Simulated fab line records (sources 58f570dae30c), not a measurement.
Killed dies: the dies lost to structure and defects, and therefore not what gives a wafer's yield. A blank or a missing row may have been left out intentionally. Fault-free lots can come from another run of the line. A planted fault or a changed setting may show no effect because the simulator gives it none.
A single fault, viewed from 2 desks    flow berkeleyCmos170    every desk sees just its own numbers, and what lay behind them comes last

== FROM THE METROLOGY DESK ==
What the gauges read for every lot (on any tool): the sampled wafers with a number, averaged. A lot is out of limits, marked OUT, if its mean lies more than 4 standard deviations from the usual mean; the brackets give that distance.
Columns: A = cdNm at UCB170_ACTIVE_CD_MEAS_90, usual 1200.9 nm; B = SPACER_TEOS_THK at UCB170_SPACER_THK_MEAS_01, usual 376 nm
lot   first seen here  A       B
L590  day 4 20:14      1201.6  372
L593  day 5 12:19      1200.2  377
L592  day 5 13:12      1201.3  380
L595  day 6 01:32      1201.4  378
L597  day 6 08:30      1203.7  373
L598  day 6 16:24      1202.1  373
L602  day 7 07:40      1203.7  360
L604  day 7 19:17      1201.0  346 (-7.2) OUT
L605  day 8 11:50      1201.2  378
L607  day 8 18:22      1200.5  375
L608  day 9 01:19      1200.7  378
L610  day 9 11:12      1199.2  375
L613  day 10 01:03     1204.5  371
L612  day 10 01:26     1199.8  379
This desk reports L604 out of limits; the earliest was L604 at day 10 22:14 (SPACER_TEOS_THK at UCB170_SPACER_THK_MEAS_01). In limits: L590, L593, L592, L595, L597, L598, L602, L605, L607, L608, L610, L613, L612.

== THE TOOL OWNER'S DESK: pecvd-04 ==
The tool's own readings at UCB170_SPACER_CVD_00 (deposits SiO2 from TEOS/O2, target thk 376 nm, time 47 s): means of the sampled wafers that have a number, for each lot that ran on this tool. A lot is out of limits, marked OUT, if its mean lies more than 4 standard deviations from the usual mean; the brackets give that distance.
Columns: A = heaterPowerW at UCB170_SPACER_CVD_00, usual 256 W; B = rfFwdPowerW at UCB170_SPACER_CVD_00, usual 544.4 W
lot   first seen here  A    B
L593  day 8 12:29      236  543.8
L598  day 9 21:06      231  544.6
L602  day 10 00:02     229  547.0
L604  day 10 22:11     161  543.9
Finding of this desk: none of the 4 lots has anything out of limits.

== BROUGHT TOGETHER ==
Metrology desk: alarm possible at day 10 22:14 on L604.
The tool owner's desk saw nothing out of limits.
On record at the tool owner's desk: L604, within its limits.
UCB170_SPACER_CVD_00 was run on pecvd-04 by each of the lots named.

== WHAT THE SIMULATOR PUT IN ==
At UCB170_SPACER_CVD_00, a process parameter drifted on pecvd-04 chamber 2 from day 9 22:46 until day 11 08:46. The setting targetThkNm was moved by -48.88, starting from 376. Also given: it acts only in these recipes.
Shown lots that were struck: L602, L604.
Time in hours between the start of the fault and the first out-of-limits reading at each desk: metrology desk, 23.
